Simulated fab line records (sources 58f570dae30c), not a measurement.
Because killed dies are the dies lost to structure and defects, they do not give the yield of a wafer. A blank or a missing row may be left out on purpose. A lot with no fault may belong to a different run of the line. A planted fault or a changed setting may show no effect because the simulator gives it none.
Split-lot experiment ; flow berkeley-cmos170 ; on a route of 331 steps: 5 lots, 23 wafers read

## THE SPLIT ITSELF
At UCB170_NSD_IMPLANT_08, the setting energy-kev was moved away from the recipe's 40 on 10 of the 23 wafers read, by -4.9% to +4.1%. The other wafers ran this setting at the recipe's value.

## FROM THE SPLIT TO THE READING: what the file shows between them, 5 steps
- UCB170_NSD_STRIP_09: strips in O2
- UCB170_NSD_CLEAN_11: cleans in SPM, time 600 s
- UCB170_SDANNEAL_RTA_00: time 10 s
- UCB170_SDANNEAL_RTA_01: time 5 s
- UCB170_SDANNEAL_RS_MEAS_02: measures by four-point-probe

## THE READING
NSD_RS, in ohm/sq, at UCB170_SDANNEAL_RS_MEAS_03 (measures by four-point-probe). Fault-free wafers of this fab line usually give 37.28 ohm/sq, standard deviation 0.11 ohm/sq.

wafer;tool, chamber at the split;energy-kev as run;against the recipe;NSD_RS, ohm/sq;against lot-mates on the recipe
L074.1;implanter-04, 0;38.7;-3.2%;37.68;+0.37
L074.2;implanter-04, 0;38.7;-3.2%;37.73;+0.42
L074.4;implanter-04, 0;40;recipe;37.31;-
L074.5;implanter-04, 0;40;recipe;37.32;-
L074.6;implanter-04, 0;40;recipe;37.31;-
L075.2;implanter-04, 0;40;recipe;37.50;-
L075.3;implanter-04, 0;38.42;-3.9%;37.93;+0.43
L075.4;implanter-04, 0;40;recipe;37.50;-
L075.5;implanter-04, 0;38.42;-3.9%;37.96;+0.46
L075.6;implanter-04, 0;38.42;-3.9%;38.03;+0.53
L078.2;implanter-01, 0;38.04;-4.9%;37.73;+0.45
L078.3;implanter-01, 0;38.04;-4.9%;37.78;+0.50
L078.4;implanter-01, 0;40;recipe;37.29;-
L078.5;implanter-01, 0;38.04;-4.9%;37.88;+0.60
L078.6;implanter-01, 0;40;recipe;37.28;-
L079.1;implanter-04, 0;40;recipe;37.26;-
L079.2;implanter-04, 0;40;recipe;37.18;-
L079.3;implanter-04, 0;40;recipe;37.22;-
L084.1;implanter-03, 0;41.64;+4.1%;36.75;-0.46
L084.3;implanter-03, 0;40;recipe;37.17;-
L084.4;implanter-03, 0;41.64;+4.1%;36.86;-0.35
L084.5;implanter-03, 0;40;recipe;37.28;-
L084.6;implanter-03, 0;40;recipe;37.19;-

FIT RESULTS
A straight line over all 23 wafers: NSD_RS changes by -0.126 ohm/sq for each +1% of energy-kev; r = -0.94; the points scatter about the line by 0.12 ohm/sq.
The same after taking each lot's own level away (the mean of its wafers on the recipe; 23 wafers): -0.108 ohm/sq for each +1%; r = -0.99; scatter 0.046 ohm/sq.
The reading moves by 0.53 ohm/sq for the largest change in energy-kev, on that fit.
From 37.213 to 37.500 ohm/sq: that is the span of the lots' own levels, equal to 2.6 times the standard deviation above.
Thus the slope moves with the lot-to-lot level: the two fits are different.
Check: +0.556 ohm/sq against its lot-mates is what the line predicts for one of the wafers moved furthest among these (-4.9%) when that wafer is left out of the fit. It came out at +0.445 ohm/sq against them.

## THE OTHER SPLITS THESE WAFERS WENT THROUGH
Before the reading, these wafers also passed through other splits. Each is held against what the fit with the lots' levels taken away leaves over:
other split on the same wafers;wafers away from the commonest value;r with NSD_RS (lot level and that fit taken away)
UCB170_PLDD_COAT_01 resist-thk-nm;9;-0.06
UCB170_NLDD_STRIP_10 o2-flow-sccm;7;+0.27
UCB170_PSD_IMPLANT_08 energy-kev;10;+0.04

## THE WHOLE CHAIN: every reading that the file lists as answering this split, in the file's order
step;what it does;reading;change (the file's fit);r (the file's)
UCB170_NSD_IMPLANT_08;;implant.rp-nm (the simulator's own value, which no gauge read);+0.478 nm for each +1% of the setting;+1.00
UCB170_NSD_IMPLANT_08;;implant.drp-nm (the simulator's own value, which no gauge read);+0.18 nm for each +1% of the setting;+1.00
UCB170_NSD_STRIP_09;strips in O2;strip-time-to-endpoint-s;withheld for each +1% of the setting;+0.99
UCB170_SDANNEAL_RS_MEAS_03;measures by four-point-probe;NSD_RS;-0.109 for each +1% of the setting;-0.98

## THE FILE'S OWN FIT
NSD_RS changes by -0.109 ohm/sq for each +1% of energy-kev, r = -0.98.
